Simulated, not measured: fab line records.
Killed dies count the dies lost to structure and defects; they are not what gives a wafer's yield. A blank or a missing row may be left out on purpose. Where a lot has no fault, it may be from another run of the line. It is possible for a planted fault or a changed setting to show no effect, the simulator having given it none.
A struck lot beside a sound one ; flow ritCmos ; 15 out of 202 route steps
Sound: these wafers, L950.1, L950.2, L950.5. Wafers struck: L954.1, L954.2, L954.4. The cause is given at the end.
At each step with rows: each side's tool, then ch and its chambers, then its first start. Under that, the readings that differ: sound wafers ; struck wafers ; difference of the means ; sigmas: that difference in standard deviations of wafers without a fault.
alike: readings whose means differ by less than 2 such deviations, and words and numbers that are the same on both sides. not compared: withheld readings, readings that some wafer has no value for, bounds like >300 that may hide the same value, and numbers for which the record gives no deviation and whose values overlap.
Wherever a step has rows on one side only, a row that says differs or no value, or a row with sigmas, the two part there. When numbers do not overlap yet have no deviation, they are printed without sigmas and do not part them. A reading that every wafer of one side lacks parts them only if that side has two wafers or more.

RIT_PWELL_TW_MEAS_10:
  sound: filmMetro-04 at day 3 07:17; struck: filmMetro-03 at day 3 21:59
  alike: PWELL_TW
then, 1 step without rows for these wafers: RIT_WELLDRIVE_ANNEAL_00 (time 14700 s).
RIT_WELLDRIVE_RS_MEAS_01: a four-point-probe measurement.
  sound: filmMetro-01 at day 3 13:22; struck: filmMetro-04 at day 4 07:16
  alike: NWELL_RS
RIT_WELLDRIVE_RS_MEAS_02: a four-point-probe measurement.
  sound: filmMetro-01 at day 3 13:29; struck: filmMetro-04 at day 4 07:23
  alike: PWELL_RS
then, 6 steps without rows for these wafers: RIT_NRETRO_HMDS_00 (prime time 60 s); RIT_NRETRO_COAT_01 (resist thk 1300 nm); RIT_NRETRO_SOFTBAKE_02 (time 60 s); RIT_NRETRO_EXPOSE_03 (exposes mask M4, target cd 43900 nm); RIT_NRETRO_PEB_04; RIT_NRETRO_DEVELOP_05 (develop time 68 s).
RIT_NRETRO_OVL_MEAS_06:
  sound: overlay-02 at day 3 14:29; struck: overlay-01 at day 4 08:23
  alike: NRETRO_OVL
then, 1 step without rows for these wafers: RIT_NRETRO_HARDBAKE_07 (time 120 s).
RIT_NRETRO_IMPLANT_08:
  sound on implanter-03 ch 0, day 3 14:47; struck on implanter-03 ch 0, day 4 08:41
reading;sound;struck;difference;sigmas
beamEnergyKeV;70.014 70.002 70.034;67.580 67.543 67.575;-2.451;-99 or more
model.implant.rpNm (nm);82.48 82.48 82.48;80.41 80.41 80.41;-2.07;
model.implant.drpNm (nm);33.94 33.94 33.94;32.94 32.94 32.94;-1.00;
RIT_NRETRO_STRIP_09: strips in O2, time 180 s.
  sound on plasmaAsher-01 ch 0,1, day 3 14:56; struck on plasmaAsher-02 ch 0,1, day 4 08:50
  alike: chamberPressureMTorr, drypumpMotorCurrentA
  not compared: rfHoursCounterH
next, for these wafers, 1 step has no rows: RIT_M1_PROBE_99.

WHERE THEY PART
Only at RIT_NRETRO_IMPLANT_08, within this record. Later steps at which nothing parts them and some readings are alike: RIT_NRETRO_STRIP_09.

WHY: the cause the simulator had injected
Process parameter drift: implanter-03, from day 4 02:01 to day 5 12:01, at RIT_NRETRO_IMPLANT_08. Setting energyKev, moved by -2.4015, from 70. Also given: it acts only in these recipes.
